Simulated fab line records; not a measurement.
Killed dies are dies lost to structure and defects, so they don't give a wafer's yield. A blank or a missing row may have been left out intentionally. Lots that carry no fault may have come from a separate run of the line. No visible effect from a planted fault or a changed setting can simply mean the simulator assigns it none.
Check of tool commonality :: flow berkeley-cmos170 :: 13 lots and 48 wafers in the sample

REASON IT WAS OPENED
3 of 13 lots carry a flag on the reading PLDD_RS at UCB170_SDANNEAL_RS_MEAS_04. Wafers without a fault read 1032.3 ohm/sq, standard deviation 3.
Rule: flag the lot when none of its wafers has a number, or when each of its wafers that has one lies beyond 4 standard deviations from that mean. All remaining lots are regarded as sound.

lot: L995
measured: day 6 15:19
on: film-metro-04
PLDD_RS (ohm/sq), wafer by wafer: 1032.2 1027.2 1029.9
flag: 

lot: L996
measured: day 6 18:44
on: film-metro-04
PLDD_RS (ohm/sq), wafer by wafer: 1035.3 1034.9 1037.0
flag: 

lot: L997
measured: day 6 19:15
on: film-metro-03
PLDD_RS (ohm/sq), wafer by wafer: 1026.5 1028.5 1028.6
flag: 

lot: L999
measured: day 7 15:52
on: film-metro-03
PLDD_RS (ohm/sq), wafer by wafer: 1032.8 1029.0 1031.2
flag: 

lot: L100
measured: day 7 16:03
on: film-metro-04
PLDD_RS (ohm/sq), wafer by wafer: 1038.2 1039.7 1036.3
flag: 

lot: L998
measured: day 7 16:28
on: film-metro-03
PLDD_RS (ohm/sq), wafer by wafer: 1033.0 1032.9 1032.8
flag: 

lot: L101
measured: day 8 02:23
on: film-metro-04
PLDD_RS (ohm/sq), wafer by wafer: 1026.7 1030.2 1028.1
flag: 

lot: L102
measured: day 8 02:34
on: film-metro-03
PLDD_RS (ohm/sq), wafer by wafer: 1030.3 1034.0 1030.6
flag: 

lot: L103
measured: day 8 11:20
on: film-metro-04
PLDD_RS (ohm/sq), wafer by wafer: 1035.4 1034.0 1036.0
flag: 

lot: L109
measured: day 9 20:22
on: film-metro-01
PLDD_RS (ohm/sq), wafer by wafer: 970.8 971.9 973.5 971.1 971.0 970.4
flag: FLAGGED

lot: L111
measured: day 10 12:23
on: film-metro-01
PLDD_RS (ohm/sq), wafer by wafer: 970.5 971.2 969.6 970.3 970.0 969.9
flag: FLAGGED

lot: L114
measured: day 10 13:16
on: film-metro-04
PLDD_RS (ohm/sq), wafer by wafer: 972.8 975.2 973.8 971.9 973.9 973.8
flag: FLAGGED

lot: L118
measured: day 11 17:01
on: film-metro-04
PLDD_RS (ohm/sq), wafer by wafer: 1034.7 1035.7 1032.7
flag: 
On average the flagged lots' numbers are 971.8 ohm/sq, which is -60.5 ohm/sq against the usual, or -20 standard deviations.

LOT BY LOT: THE TOOL USED
Before the reading, the record contains 2 process steps out of a 331-step route. Each cell gives the tool, then ch followed by the chambers the sampled wafers passed through, then the start.
lot: L995
flag: 
UCB170_NWELL_ETCH_13: rie-diel-01 ch 0,1,3, day 2 08:34
UCB170_PLDD_IMPLANT_08: implanter-04 ch 0, day 6 00:16

lot: L996
flag: 
UCB170_NWELL_ETCH_13: rie-diel-01 ch 0,1,3, day 2 15:00
UCB170_PLDD_IMPLANT_08: implanter-04 ch 0, day 6 07:35

lot: L997
flag: 
UCB170_NWELL_ETCH_13: rie-diel-04 ch 1,3, day 2 15:11
UCB170_PLDD_IMPLANT_08: implanter-01 ch 0, day 6 07:50

lot: L999
flag: 
UCB170_NWELL_ETCH_13: rie-diel-02 ch 0,1, day 3 01:53
UCB170_PLDD_IMPLANT_08: implanter-04 ch 0, day 7 02:23

lot: L100
flag: 
UCB170_NWELL_ETCH_13: rie-diel-04 ch 0,1,3, day 3 05:22
UCB170_PLDD_IMPLANT_08: implanter-01 ch 0, day 7 02:31

lot: L998
flag: 
UCB170_NWELL_ETCH_13: rie-diel-01 ch 1,2, day 2 19:16
UCB170_PLDD_IMPLANT_08: implanter-03 ch 0, day 7 02:47

lot: L101
flag: 
UCB170_NWELL_ETCH_13: rie-diel-04 ch 2,3, day 3 13:54
UCB170_PLDD_IMPLANT_08: implanter-04 ch 0, day 7 15:41

lot: L102
flag: 
UCB170_NWELL_ETCH_13: rie-diel-04 ch 0,1,3, day 3 17:55
UCB170_PLDD_IMPLANT_08: implanter-01 ch 0, day 7 14:56

lot: L103
flag: 
UCB170_NWELL_ETCH_13: rie-diel-02 ch 0,3, day 3 23:04
UCB170_PLDD_IMPLANT_08: implanter-01 ch 0, day 7 23:02

lot: L109
flag: FLAGGED
UCB170_NWELL_ETCH_13: rie-diel-01 ch 0,2,3, day 5 05:38
UCB170_PLDD_IMPLANT_08: implanter-04 ch 0, day 9 09:42

lot: L111
flag: FLAGGED
UCB170_NWELL_ETCH_13: rie-diel-02 ch 0,2, day 5 13:18
UCB170_PLDD_IMPLANT_08: implanter-04 ch 0, day 9 19:02

lot: L114
flag: FLAGGED
UCB170_NWELL_ETCH_13: rie-diel-04 ch 0,1,2, day 6 15:56
UCB170_PLDD_IMPLANT_08: implanter-04 ch 0, day 9 23:29

lot: L118
flag: 
UCB170_NWELL_ETCH_13: rie-diel-01 ch 2,3, day 7 02:13
UCB170_PLDD_IMPLANT_08: implanter-01 ch 0, day 11 00:06
These steps, and what they do:
- UCB170_NWELL_ETCH_13: etches Si3N4 in CH3F/Ar/O2, stops on SiO2, target depth 246.4 nm, time 154 s.
- UCB170_PLDD_IMPLANT_08
- UCB170_SDANNEAL_RS_MEAS_04: measures by four-point-probe.

FLAGGED AGAINST TOTAL, ONE TOOL AT A TIME (gauges that did the reading follow at the end)
step: UCB170_NWELL_ETCH_13
tool: rie-diel-01
lots run: 5
flagged: 1
share of the flagged lots: some
sound lots run after its first flagged lot: 1 (L118)

step: UCB170_NWELL_ETCH_13
tool: rie-diel-02
lots run: 3
flagged: 1
share of the flagged lots: some
sound lots run after its first flagged lot: 0

step: UCB170_NWELL_ETCH_13
tool: rie-diel-04
lots run: 5
flagged: 1
share of the flagged lots: some
sound lots run after its first flagged lot: 0

step: UCB170_PLDD_IMPLANT_08
tool: implanter-01
lots run: 5
flagged: 0
share of the flagged lots: none
sound lots run after its first flagged lot: -

step: UCB170_PLDD_IMPLANT_08
tool: implanter-03
lots run: 1
flagged: 0
share of the flagged lots: none
sound lots run after its first flagged lot: -

step: UCB170_PLDD_IMPLANT_08
tool: implanter-04
lots run: 7
flagged: 3
share of the flagged lots: all
sound lots run after its first flagged lot: 0

step: UCB170_SDANNEAL_RS_MEAS_04
tool: film-metro-01
lots run: 2
flagged: 2
share of the flagged lots: some
sound lots run after its first flagged lot: 0

step: UCB170_SDANNEAL_RS_MEAS_04
tool: film-metro-03
lots run: 4
flagged: 0
share of the flagged lots: none
sound lots run after its first flagged lot: -

step: UCB170_SDANNEAL_RS_MEAS_04
tool: film-metro-04
lots run: 7
flagged: 1
share of the flagged lots: some
sound lots run after its first flagged lot: 1 (L118)

THE TABLE: WHAT IT ALLOWS
In the table, 1 row covers all flagged lots: implanter-04 at UCB170_PLDD_IMPLANT_08.
- implanter-04 at UCB170_PLDD_IMPLANT_08 ran 7 lots, 3 of them flagged. It ran its last sound lot, L101, at day 7 15:41 and its first flagged lot, L109, at day 9 09:42: a fault with its onset between the two fits. Its own readings lie more than 4 standard deviations out on every wafer of the flagged lots: beam-on-s, dose-ions-cm2.
One tool is left: implanter-04 at UCB170_PLDD_IMPLANT_08.

WHAT THE SIMULATOR HAD PUT IN
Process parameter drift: implanter-04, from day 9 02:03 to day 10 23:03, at UCB170_PLDD_IMPLANT_08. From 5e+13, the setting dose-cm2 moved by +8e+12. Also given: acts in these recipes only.
Struck lots among those shown: L109, L111, L114. The rule above found the same.
